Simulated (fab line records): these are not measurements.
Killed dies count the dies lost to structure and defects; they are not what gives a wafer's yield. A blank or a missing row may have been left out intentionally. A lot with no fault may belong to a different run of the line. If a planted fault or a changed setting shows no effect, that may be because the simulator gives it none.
fab line records -- flow rit-cmos
[record] lots = 5, wafers = 15, last-day = 7
route steps=202 shown PLDD@122 SPACER@125 NSD@131 M1@202
lots that met no fault: taken from a fault-free run of the same line
start-h: the number of hours between the record's first day and the start of the first shown wafer of the lot -- wait-h: how many hours have passed since the lot's step before this one -- " same as the row above -- L1.1+2: a single row standing in for several wafers -- - either no value or no given start -- * or withheld: withheld -- < > ~ a bound
route shown NAME@n: NAME is a module with steps in the file, n the number in the route of the first one -- usual: mean and standard deviation over wafers with no fault -- same: alike in all rows -- chamber/n: place in a boat -- sites: each site's reading -- _std_site: the values' standard deviation -- _edge_site: outer sites' mean less inner sites' -- radius-mm: how far each site lies from the wafer's centre -- mask NAME#n: copy n -- behind: the last tool/chamber to shape the wafer -- hold: what put the lot on hold/how long, in hours/how the hold closed -- device: whichever transistor did not switch (one of n, p or np) -- end of line: the tests these same wafers got at the end of their route -- a step without rows: its recipe alone -- killed: at the first sort, the dies lost to defects and structure; wafer yield is something else -- map: a wafer's dies, marking killed ones x, the rest . and places with no die _
set.NAME: the run value of the setting; set.NAME@STEP: its run value at that earlier step -- model.NAME: the simulator's own value behind a step, which no gauge read
lots at selected steps of the route; one table per step, one row per wafer
services: from which hour (start-h, from the record's first day; less than 0 if before it) a tool's chamber was out of use, for how many hours, and why
[[steps]]
[step RIT_PLDD_IMPLANT_08]
[recipe] species = BF2, energy-kev = 20, dose-cm2 = 9e+14, tilt-deg = 7
[step RIT_PLDD_STRIP_09]
[recipe] chemistry = O2, time-s = 180, resist = NOVOLAK, platen-temp-c = withheld, power-w = 500, pressure-mtorr = 4000, o2-flow-sccm = 4000
[usual] chamber-pressure-mTorr = 4000/3.5, drypump-motor-current-A = 5.6/0.35
lot.wafer,tool,chamber,start-h,wait-h,chamber-pressure-mTorr,drypump-motor-current-A,rf-hours-counter-h
L193.1,plasma-asher-04,0,53.55,0.1,3999,5.7,42
L193.5,plasma-asher-04,1,53.55,0.1,4006,5.2,-
L193.6,plasma-asher-04,0,53.55,0.1,3995,5.7,-
L205.1,plasma-asher-01,0,111.27,0.1,4001,5.9,48
L205.2,plasma-asher-01,1,111.27,0.1,3994,5.6,48
L205.5,plasma-asher-01,1,111.27,0.1,3997,5.6,-
L207.1,plasma-asher-03,0,117.37,0.1,4003,6.1,33
L207.4,plasma-asher-03,1,117.37,0.1,3998,5.0,-
L207.5,plasma-asher-03,1,117.37,0.1,3998,5.0,-
L212.1,plasma-asher-03,1,144.04,0.1,4001,5.0,35
L212.2,plasma-asher-03,0,144.04,0.1,3997,6.0,35
L212.4,plasma-asher-03,1,144.04,0.1,4002,5.0,-
L214.2,plasma-asher-04,1,154.55,0.1,3999,5.2,4
L214.4,plasma-asher-04,0,154.55,0.1,4003,5.6,-
L214.5,plasma-asher-04,0,154.55,0.1,4001,5.6,-
[step RIT_PLDD_TW_MEAS_10]
[usual] PLDD_TW = 2333/19
lot.wafer,tool,chamber,start-h,wait-h,PLDD_TW
L193.1,film-metro-04,-,53.72,0.1,2354
L193.5,film-metro-04,-,53.72,0.1,2351
L193.6,film-metro-04,-,53.72,0.1,2348
L205.1,film-metro-03,-,111.44,0.1,2349
L205.2,film-metro-03,-,111.44,0.1,2336
L205.5,film-metro-03,-,111.44,0.1,2338
L207.1,film-metro-04,-,117.55,0.1,2341
L207.4,film-metro-04,-,117.55,0.1,2339
L207.5,film-metro-04,-,117.55,0.1,2350
L212.1,film-metro-03,-,144.22,0.1,2325
L212.2,film-metro-03,-,144.22,0.1,2335
L212.4,film-metro-03,-,144.22,0.1,2333
L214.2,film-metro-02,-,154.73,0.1,2308
L214.4,film-metro-02,-,154.73,0.1,2329
L214.5,film-metro-02,-,154.73,0.1,2310
[step RIT_SPACER_CLEAN_00]
[recipe] chemistry = SC1, mix = 3:3:50, time-s = 600, temp-c = 75
[step RIT_SPACER_CLEAN_01]
[recipe] chemistry = dHF, dilution = 50:1, time-s = 30
[step RIT_SPACER_CLEAN_02]
[recipe] chemistry = SC2, mix = 3:3:50, time-s = 600, temp-c = 75, dry = n2-spin
[step RIT_SPACER_CVD_03]
[recipe] material = Si3N4, target-thk-nm = 250, temp-c = 810, precursor = SiH2Cl2/NH3, time-s = 3300, pressure-mtorr = 300, sih2cl2-flow-sccm = 60, nh3-flow-sccm = 153.7
[step RIT_SPACER_THK_MEAS_04]
[recipe] reads = Si3N4_of_SPACER_CVD_03
[usual] SPACER_NITRIDE_THK = 254.1/2.1
lot.wafer,tool,chamber,start-h,wait-h,SPACER_NITRIDE_THK[nm]
L193.1,film-metro-02,-,57.03,0.0,253.7
L193.5,film-metro-02,-,57.03,0.0,252.7
L193.6,film-metro-02,-,57.03,0.0,253.9
L205.1,film-metro-02,-,113.79,0.0,254.6
L205.2,film-metro-02,-,113.79,0.0,254.3
L205.5,film-metro-02,-,113.79,0.0,252.5
L207.1,film-metro-03,-,120.85,0.0,255.9
L207.4,film-metro-03,-,120.85,0.0,255.1
L207.5,film-metro-03,-,120.85,0.0,255.1
L212.1,film-metro-02,-,146.56,0.0,250.1
L212.2,film-metro-02,-,146.56,0.0,253.6
L212.4,film-metro-02,-,146.56,0.0,251.1
L214.2,film-metro-03,-,157.08,0.0,256.4
L214.4,film-metro-03,-,157.08,0.0,256.7
L214.5,film-metro-03,-,157.08,0.0,257.9
[step RIT_SPACER_ETCHBACK_05]
[recipe] target-depth-a = 2500, SF6_flow_sccm = 30, CHF3_flow_sccm = 30, target = Si3N4, chemistry = SF6/CHF3, pressure-mtorr = 40, rf-w = 250, time-s = 240, stop-on = SiO2
[usual] chamber-pressure-mTorr = 40.00/0.038, drypump-motor-current-A = 5.7/0.38, oes-product-au = 0.851/0.014, throttle-valve-pct = 10.22/0.17
lot.wafer,tool,chamber,start-h,wait-h,chamber-pressure-mTorr,drypump-motor-current-A,oes-product-au,rf-hours-counter-h,throttle-valve-pct
L193.1,rie-diel-01,3,57.09,0.1,40.05,5.7,0.854,117,10.29
L193.5,rie-diel-01,0,57.09,0.1,40.01,5.5,0.852,-,10.60
L193.6,rie-diel-01,1,57.09,0.1,39.96,5.8,0.828,-,10.06
L205.1,rie-diel-03,0,113.85,0.1,40.00,6.0,0.865,2,10.18
L205.2,rie-diel-03,1,113.85,0.1,40.00,5.3,0.859,5,10.05
L205.5,rie-diel-03,2,113.85,0.1,39.93,6.1,0.859,-,9.99
L207.1,rie-diel-02,3,120.91,0.1,40.02,5.0,0.865,14,10.51
L207.4,rie-diel-02,1,120.91,0.1,39.97,5.3,0.833,-,10.26
L207.5,rie-diel-02,2,120.91,0.1,40.03,5.6,0.856,-,10.25
L212.1,rie-diel-03,0,146.62,0.1,40.00,6.0,0.855,3,10.17
L212.2,rie-diel-03,2,146.62,0.1,39.99,6.1,0.859,136,9.99
L212.4,rie-diel-03,3,146.62,0.1,40.01,5.8,0.834,140,10.25
L214.2,rie-diel-03,2,157.13,0.0,40.03,6.2,0.878,136,9.97
L214.4,rie-diel-03,3,157.13,0.0,39.94,5.8,0.851,140,10.25
L214.5,rie-diel-03,2,157.13,0.0,39.97,6.2,0.867,-,9.98
[step RIT_NSD_HMDS_00]
[recipe] prime-time-s = 60, prime-temp-c = 140
[step RIT_NSD_COAT_01]
[recipe] resist = NOVOLAK, spin-rpm = 3250, resist-thk-nm = 1000
[step RIT_NSD_SOFTBAKE_02]
[recipe] resist = NOVOLAK, temp-c = 90, time-s = 60
[step RIT_NSD_EXPOSE_03]
[recipe] mask-id = M9, na = 0.57, target-cd-nm = 40700, dose-mj = 250
lot.wafer,tool,chamber,start-h,wait-h,mask
L193.1+5+6,iline-stepper-02,0,57.81,0.2,M9#0
L205.1+2+5,iline-stepper-02,0,114.45,0.1,M9#0
L207.1+4+5,iline-stepper-02,0,121.51,0.1,M9_R1#0
L212.1+2+4,iline-stepper-02,0,147.36,0.3,M9#0
L214.2+4+5,iline-stepper-01,0,158.03,0.2,M9#0
[step RIT_NSD_PEB_04]
[recipe] resist = NOVOLAK, temp-c = withheld, time-s = withheld
[step RIT_M1_PROBE_99]
[usual] killed-at-contacts = 0.1/0.29, killed-at-front-end = 6/3, killed-dies = 7/3.1, killed-open = 3.2/1.9, killed-short = 3.3/1.9
[same] gross-dies = 264, killed_at_M0_to_M3 = 0, killed_at_M4_up = 0, killed-at-back-side = 0, killed-at-other = 0
lot.wafer,tool,chamber,start-h,wait-h,killed-at-contacts,killed-at-front-end,killed-dies,killed-open,killed-short,model.etest.select-edge-diode-n.leak-log10-a
L193.1,prober-02,-,68.84,0.1,0,8,8,6,2,-9.803
L193.5,prober-02,-,69.04,0.2,1,6,7,3,4,-9.822
L193.6,prober-02,-,69.09,0.2,0,10,10,7,3,-9.827
L205.1,prober-01,-,125.66,0.1,0,5,5,1,4,-9.828
L205.2,prober-01,-,125.71,0.1,0,5,5,2,3,-9.84
L205.5,prober-01,-,125.86,0.2,0,6,6,3,3,-9.884
L207.1,prober-01,-,133.56,0.1,0,5,5,3,2,-6.65
L207.4,prober-01,-,133.71,0.2,0,2,2,1,1,-7.011
L207.5,prober-01,-,133.76,0.2,0,10,10,4,6,-6.386
L212.1,prober-02,-,157.78,0.1,0,9,9,6,3,-9.978
L212.2,prober-02,-,157.83,0.1,0,8,8,3,5,-9.775
L212.4,prober-02,-,157.93,0.2,0,5,5,4,1,-9.682
L214.2,prober-01,-,168.72,0.1,0,3,3,1,2,-9.526
L214.4,prober-01,-,168.82,0.2,0,5,5,1,4,-9.845
L214.5,prober-01,-,168.87,0.2,0,6,6,2,4,-9.729
// killed by level:class
L193.1 GATE:geometric-particle:open=2 FOX1:geometric-particle:open=1 FOX2:geometric-particle:open=1 GATE:geometric-particle:short=1 SPACER:geometric-particle:open=1 SPACER:geometric-particle:short=1 SILICIDE:geometric-particle:open=1
L193.5 FOX2:geometric-particle:short=3 GATE:geometric-particle:open=1 REOX:geometric-particle:short=1 SPACER:geometric-particle:open=1 CONTACT:geometric-particle:open=1
L193.6 GATE:geometric-particle:open=5 FOX1:geometric-particle:open=2 GATE:geometric-particle:short=1 REOX:geometric-particle:short=1 SPACER:geometric-particle:short=1
L205.1 REOX:geometric-particle:short=2 ACTIVE:geometric-particle:open=1 FOX1:geometric-particle:short=1 FOX2:geometric-particle:short=1
L205.2 FOX1:geometric-particle:open=1 FOX2:geometric-particle:short=1 GATE:geometric-particle:short=1 GATE:geometric-particle:open=1 SPACER:geometric-particle:short=1
L205.5 FOX1:geometric-particle:short=1 FOX2:geometric-particle:open=1 GATE:geometric-particle:short=1 REOX:geometric-particle:open=1 SILICIDE:geometric-particle:short=1 SILICIDE:geometric-particle:open=1
L207.1 FOX1:geometric-particle:short=1 SPACER:geometric-particle:open=1 GATE:geometric-particle:open=1 REOX:geometric-particle:open=1 REOX:geometric-particle:short=1
L207.4 FOX1:geometric-particle:short=1 FOX1:geometric-particle:open=1
L207.5 FOX1:geometric-particle:short=3 FOX1:geometric-particle:open=2 GATE:geometric-particle:open=2 SPACER:geometric-particle:short=2 SILICIDE:geometric-particle:short=1
L212.1 GATE:geometric-particle:short=3 SPACER:geometric-particle:open=2 SILICIDE:geometric-particle:open=2 GATE:geometric-particle:open=1 REOX:geometric-particle:open=1
L212.2 FOX1:geometric-particle:short=2 FOX1:geometric-particle:open=2 GATE:geometric-particle:short=2 GATE:geometric-particle:open=1 REOX:geometric-particle:short=1
L212.4 FOX1:geometric-particle:open=1 FOX2:geometric-particle:open=1 GATE:geometric-particle:short=1 GATE:geometric-particle:open=1 SILICIDE:geometric-particle:open=1
L214.2 GATE:geometric-particle:open=1 REOX:geometric-particle:short=1 SPACER:geometric-particle:short=1
L214.4 GATE:geometric-particle:short=2 SPACER:geometric-particle:short=2 GATE:geometric-particle:open=1
L214.5 SILICIDE:geometric-particle:short=4 GATE:geometric-particle:open=1 SILICIDE:geometric-particle:open=1
[[services]]
tool,chamber,start-h,hours,kind
rie-diel-02,2,54.87,9.7,repair
rie-diel-02,1,56.41,3.8,repair
rie-diel-03,1,92.61,8.8,repair
rie-diel-02,0,102.34,1.8,repair
iline-stepper-01,-,102.86,6.4,repair
iline-stepper-01,0,104.00,-,calibration
rie-diel-02,0,104.12,-,clean
rie-diel-02,0,104.12,21.6,scheduled-down
rie-diel-02,0,104.12,21.6,vent-cycle
plasma-asher-04,-,108.75,9.0,pm
plasma-asher-04,0,108.75,9.0,vent-cycle
plasma-asher-04,1,108.75,9.0,vent-cycle
plasma-asher-04,0,117.75,-,clean
plasma-asher-04,1,117.75,-,clean
iline-stepper-01,-,143.84,4.4,pm
iline-stepper-02,0,146.77,-,calibration
rie-diel-02,1,147.97,7.0,repair
iline-stepper-02,-,148.55,1.7,pm
plasma-asher-01,-,150.73,4.3,repair
rie-diel-02,-,151.56,14.6,pm
[[key]]
[first-sign] step = RIT_NSD_EXPOSE_03, reading = mask, direction = changed
effect none on later readings
[model-effect] step = RIT_M1_PROBE_99, value = etest.select-edge-diode-n.leak-log10-a, without = -9.874, struck = -6.682
met-at RIT_NSD_EXPOSE_03
struck-wafers L207.1,L207.4,L207.5
tester-left-out L207
onset-between 114.45 121.51
[fault] kind = wrong-mask, tool = any, chamber = -, onset-h = 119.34, steps = RIT_NSD_EXPOSE_03, aux-copy = M9_R1#0, cd-offset-nm = -350, scope = struck-lots-only
// tester-left-out: of these lots the tester's yield and bins aren't shown, on N5 and GAA mostly nor the transistor test; their killed dies are dies lost to structure and defects alone, not to doping, threshold or leakage, so they don't give the yield
